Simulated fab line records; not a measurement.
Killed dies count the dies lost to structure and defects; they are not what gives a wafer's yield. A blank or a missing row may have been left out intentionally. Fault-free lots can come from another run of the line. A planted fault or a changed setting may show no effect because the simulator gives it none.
Lot-split experiment :: flow berkeley-cmos170 :: 23 wafers read from 5 lots, route of 331 steps

## SPLIT DETAILS
At UCB170_GATE_CVD_04 (deposits poly-Si from SiH4, time 1440 s, target thk 214 nm), the setting time-s was moved away from the recipe's 1440 s on 20 of the 23 wafers read, by -13.1% to +13.4%. For the rest of the wafers, this setting stayed at what the recipe calls for.

No step appears in the file between the split and the reading.

## THE READING
At UCB170_GATE_THK_MEAS_05: GATE_POLY_THK, given in nm. A value of 213.4 nm with a standard deviation of 2.1 nm is what fault-free wafers of this fab line usually give.

wafer: L077.2
tool, chamber at the split: -, -
time-s as run, s: 1633
against the recipe: +13.4%
GATE_POLY_THK, nm: 241.9
against lot-mates on the recipe: no lot-mate on the recipe

wafer: L077.3
tool, chamber at the split: -, -
time-s as run, s: 1633
against the recipe: +13.4%
GATE_POLY_THK, nm: 243.6
against lot-mates on the recipe: no lot-mate on the recipe

wafer: L077.4
tool, chamber at the split: -, -
time-s as run, s: 1633
against the recipe: +13.4%
GATE_POLY_THK, nm: 243.0
against lot-mates on the recipe: no lot-mate on the recipe

wafer: L077.5
tool, chamber at the split: -, -
time-s as run, s: 1633
against the recipe: +13.4%
GATE_POLY_THK, nm: 242.2
against lot-mates on the recipe: no lot-mate on the recipe

wafer: L077.6
tool, chamber at the split: -, -
time-s as run, s: 1633
against the recipe: +13.4%
GATE_POLY_THK, nm: 243.4
against lot-mates on the recipe: no lot-mate on the recipe

wafer: L079.1
tool, chamber at the split: -, -
time-s as run, s: 1291
against the recipe: -10.3%
GATE_POLY_THK, nm: 192.2
against lot-mates on the recipe: no lot-mate on the recipe

wafer: L079.2
tool, chamber at the split: -, -
time-s as run, s: 1291
against the recipe: -10.3%
GATE_POLY_THK, nm: 191.1
against lot-mates on the recipe: no lot-mate on the recipe

wafer: L079.3
tool, chamber at the split: -, -
time-s as run, s: 1291
against the recipe: -10.3%
GATE_POLY_THK, nm: 189.8
against lot-mates on the recipe: no lot-mate on the recipe

wafer: L079.5
tool, chamber at the split: -, -
time-s as run, s: 1291
against the recipe: -10.3%
GATE_POLY_THK, nm: 192.3
against lot-mates on the recipe: no lot-mate on the recipe

wafer: L079.6
tool, chamber at the split: -, -
time-s as run, s: 1291
against the recipe: -10.3%
GATE_POLY_THK, nm: 190.9
against lot-mates on the recipe: no lot-mate on the recipe

wafer: L080.1
tool, chamber at the split: lpcvd-01, 1
time-s as run, s: 1440
against the recipe: recipe
GATE_POLY_THK, nm: 214.1
against lot-mates on the recipe: -

wafer: L080.5
tool, chamber at the split: lpcvd-01, 1
time-s as run, s: 1440
against the recipe: recipe
GATE_POLY_THK, nm: 213.9
against lot-mates on the recipe: -

wafer: L080.6
tool, chamber at the split: lpcvd-01, 1
time-s as run, s: 1440
against the recipe: recipe
GATE_POLY_THK, nm: 215.5
against lot-mates on the recipe: -

wafer: L085.1
tool, chamber at the split: -, -
time-s as run, s: 1303
against the recipe: -9.5%
GATE_POLY_THK, nm: 195.4
against lot-mates on the recipe: no lot-mate on the recipe

wafer: L085.2
tool, chamber at the split: -, -
time-s as run, s: 1303
against the recipe: -9.5%
GATE_POLY_THK, nm: 196.5
against lot-mates on the recipe: no lot-mate on the recipe

wafer: L085.4
tool, chamber at the split: -, -
time-s as run, s: 1303
against the recipe: -9.5%
GATE_POLY_THK, nm: 195.1
against lot-mates on the recipe: no lot-mate on the recipe

wafer: L085.5
tool, chamber at the split: -, -
time-s as run, s: 1303
against the recipe: -9.5%
GATE_POLY_THK, nm: 195.6
against lot-mates on the recipe: no lot-mate on the recipe

wafer: L085.6
tool, chamber at the split: -, -
time-s as run, s: 1303
against the recipe: -9.5%
GATE_POLY_THK, nm: 197.1
against lot-mates on the recipe: no lot-mate on the recipe

wafer: L083.1
tool, chamber at the split: -, -
time-s as run, s: 1251
against the recipe: -13.1%
GATE_POLY_THK, nm: 186.3
against lot-mates on the recipe: no lot-mate on the recipe

wafer: L083.2
tool, chamber at the split: -, -
time-s as run, s: 1251
against the recipe: -13.1%
GATE_POLY_THK, nm: 185.8
against lot-mates on the recipe: no lot-mate on the recipe

wafer: L083.4
tool, chamber at the split: -, -
time-s as run, s: 1251
against the recipe: -13.1%
GATE_POLY_THK, nm: 188.5
against lot-mates on the recipe: no lot-mate on the recipe

wafer: L083.5
tool, chamber at the split: -, -
time-s as run, s: 1251
against the recipe: -13.1%
GATE_POLY_THK, nm: 186.8
against lot-mates on the recipe: no lot-mate on the recipe

wafer: L083.6
tool, chamber at the split: -, -
time-s as run, s: 1251
against the recipe: -13.1%
GATE_POLY_THK, nm: 185.0
against lot-mates on the recipe: no lot-mate on the recipe

FIT RESULTS
A straight line over all 23 wafers: GATE_POLY_THK changes by +2.12 nm for each +1% of time-s; r = +1.00; the points scatter about the line by 1.4 nm.
Too few moved wafers with a lot-mate on the recipe to fit a line net of each lot's own level.

## THE WHOLE CHAIN: every reading that the file lists as answering this split, in the file's order
step: UCB170_GATE_CVD_04
what it does: deposits poly-Si from SiH4, time 1440 s, target thk 214 nm
reading: poly-Si_of_GATE_CVD_04.thk-nm (the simulator's own value, which no gauge read)
change (the file's fit): +2.12 nm for each +1% of the setting
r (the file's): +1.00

step: UCB170_GATE_THK_MEAS_05
what it does: 
reading: GATE_POLY_THK
change (the file's fit): +2.12 for each +1% of the setting
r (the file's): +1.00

## FILE'S OWN FIT
GATE_POLY_THK changes by +2.12 nm for each +1% of time-s, r = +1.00.
